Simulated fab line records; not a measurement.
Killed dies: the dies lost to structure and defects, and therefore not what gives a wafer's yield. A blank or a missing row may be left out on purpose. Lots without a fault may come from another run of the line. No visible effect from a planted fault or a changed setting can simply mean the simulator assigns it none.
What tool caused it? | flow ritCmos | 14 lots, 42 wafers sampled, at 4 steps of a route of 202

WHAT THE GAUGES READ, wafer by wafer
RIT_PSD_TW_MEAS_10. Usual: PSD_TW gives 3427 (standard deviation 20).
lot  | measured    | on           | PSD_TW         | flag
L322 | day 3 02:59 | filmMetro-02 | 3463 3436 3426 | 
L324 | day 3 17:56 | filmMetro-04 | 3456 3453 3435 | 
L325 | day 3 21:26 | filmMetro-03 | 3414 3423 3401 | 
L326 | day 4 05:21 | filmMetro-02 | 3445 3448 3420 | 
L328 | day 4 09:20 | filmMetro-02 | 3441 3450 3465 | 
L329 | day 4 18:24 | filmMetro-02 | 3425 3450 3439 | 
L330 | day 4 23:31 | filmMetro-03 | 3397 3379 3402 | 
L332 | day 5 10:20 | filmMetro-02 | 3410 3423 3411 | 
L333 | day 5 15:02 | filmMetro-02 | 3424 3415 3420 | 
L335 | day 5 22:25 | filmMetro-03 | 3414 3393 3398 | 
L339 | day 6 17:02 | filmMetro-03 | 3412 3428 3409 | 
L340 | day 6 23:46 | filmMetro-04 | 3441 3436 3450 | 
L342 | day 7 06:53 | filmMetro-04 | 3454 3450 3445 | 
L343 | day 7 17:43 | filmMetro-03 | 3426 3416 3423 | 

RIT_CONTACT_CD_MEAS_08: target cd 1000 nm. Usual: cdNm at 1000.1 nm, with a standard deviation of 2.7.
lot  | measured    | on       | cdNm (nm)                                 | flag
L322 | day 3 05:40 | cdSem-02 | 1001.8 1001.3 1001.7                      | 
L324 | day 3 20:46 | cdSem-02 | 1002.1 1003.3 1003.3                      | 
L325 | day 4 00:10 | cdSem-02 | 997.1 999.5 998.6                         | 
L326 | day 4 08:00 | cdSem-02 | 1004.0 1003.4 1003.5                      | 
L328 | day 4 11:58 | cdSem-02 | 996.4 997.2 997.5                         | 
L329 | day 4 20:59 | cdSem-02 | 1002.7 999.5 999.1                        | 
L330 | day 5 02:17 | cdSem-02 | 1000.2 998.0 1000.4                       | 
L332 | day 5 12:56 | cdSem-02 | 995.2 997.2 994.9                         | 
L333 | day 5 17:47 | cdSem-01 | 1014.5 1013.7 1015.0 1014.5 1013.4 1015.2 | OFF
L335 | day 6 01:15 | cdSem-01 | 995.5 998.0 997.9                         | 
L339 | day 6 19:49 | cdSem-02 | 999.5 999.4 998.8                         | 
L340 | day 7 02:36 | cdSem-01 | 1011.8 1009.9 1011.1 1011.8 1010.0 1011.0 | OFF
L342 | day 7 09:39 | cdSem-01 | 1003.2 1001.8 1002.7                      | 
L343 | day 7 20:26 | cdSem-01 | 1003.8 1003.6 1003.1                      | 

WHICH TOOL RAN EACH LOT (tool, then ch and the chambers of the sampled wafers, then the start)
lot  | RIT_PWELL_STRIP_09                 | RIT_CONTACT_DEVELOP_07
L322 | plasmaAsher-03 ch 0,1, day 1 23:17 | lithoTrack-03 ch 0, day 3 05:00
L324 | plasmaAsher-01 ch 0,1, day 2 10:33 | lithoTrack-04 ch 0, day 3 20:00
L325 | plasmaAsher-04 ch 0,1, day 2 16:01 | lithoTrack-04 ch 0, day 3 23:00
L326 | plasmaAsher-03 ch 0,1, day 2 20:09 | lithoTrack-02 ch 0, day 4 07:00
L328 | plasmaAsher-01 ch 0,1, day 3 05:32 | lithoTrack-03 ch 0, day 4 11:00
L329 | plasmaAsher-03 ch 0, day 3 14:37   | lithoTrack-03 ch 0, day 4 20:00
L330 | plasmaAsher-01 ch 0,1, day 3 17:37 | lithoTrack-03 ch 0, day 5 02:00
L332 | plasmaAsher-03 ch 0,1, day 4 03:02 | lithoTrack-02 ch 0, day 5 12:00
L333 | plasmaAsher-03 ch 0, day 4 07:04   | lithoTrack-03 ch 0, day 5 17:00
L335 | plasmaAsher-03 ch 0,1, day 4 16:49 | lithoTrack-04 ch 0, day 6 01:00
L339 | plasmaAsher-04 ch 0,1, day 5 14:19 | lithoTrack-04 ch 0, day 6 19:00
L340 | plasmaAsher-03 ch 0,1, day 5 18:55 | lithoTrack-03 ch 0, day 7 02:00
L342 | plasmaAsher-01 ch 0,1, day 6 03:07 | lithoTrack-04 ch 0, day 7 09:00
L343 | plasmaAsher-03 ch 0,1, day 6 08:16 | lithoTrack-02 ch 0, day 7 20:00
- RIT_PWELL_STRIP_09: strips in O2, time 180 s.
- RIT_CONTACT_DEVELOP_07: develop time 120 s.

AS READ BY THE TOOLS THEMSELVES (means over the sampled wafers that have a number; for cases with no such wafer, the mark the record gives instead)
RIT_PWELL_STRIP_09. Usual: drypumpMotorCurrentA at 5.6 A, with a standard deviation of 0.37.
lot  | tool           | drypumpMotorCurrentA (A) | flag
L322 | plasmaAsher-03 | 5.2                      | 
L324 | plasmaAsher-01 | 5.8                      | 
L325 | plasmaAsher-04 | 5.6                      | 
L326 | plasmaAsher-03 | 5.2                      | 
L328 | plasmaAsher-01 | 5.9                      | 
L329 | plasmaAsher-03 | 5.1                      | 
L330 | plasmaAsher-01 | 5.8                      | 
L332 | plasmaAsher-03 | 5.4                      | 
L333 | plasmaAsher-03 | 5.1                      | 
L335 | plasmaAsher-03 | 5.4                      | 
L339 | plasmaAsher-04 | 5.8                      | 
L340 | plasmaAsher-03 | 5.2                      | 
L342 | plasmaAsher-01 | 5.9                      | 
L343 | plasmaAsher-03 | 5.2                      | 

THE ANSWER, worked out from the rows above alone
Rule: a lot counts as off when the mean over its wafers that have a number is more than 3 standard deviations away from the usual mean. Also off: a lot with no number at a reading for which 4 or more lots have one. The other lots that the step has rows for count as sound. First the gauges in route order, then the tools' own readings, where a lot's mean is used as printed above. At the first step where some lot is off, the reading lying furthest off is the one used; lots without a number count as furthest.
Off, at RIT_CONTACT_CD_MEAS_08 on cdNm: L333, L340.
A tool fits if, at a process step before that reading, it ran every lot that is off, and no sound lot after the first of them. The gauges at RIT_CONTACT_CD_MEAS_08 are tried like those tools. One fits: lithoTrack-03 at RIT_CONTACT_DEVELOP_07. A fault onset in the window from L330 (day 5 02:00, its last sound lot) to L333 (day 5 17:00, its first lot off) fits.

WHAT WAS PUT IN BY THE SIMULATOR
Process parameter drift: lithoTrack-03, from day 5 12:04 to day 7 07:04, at RIT_CONTACT_DEVELOP_07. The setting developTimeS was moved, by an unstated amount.
Lots struck among those shown: L333, L340. The rule above reached the same finding.
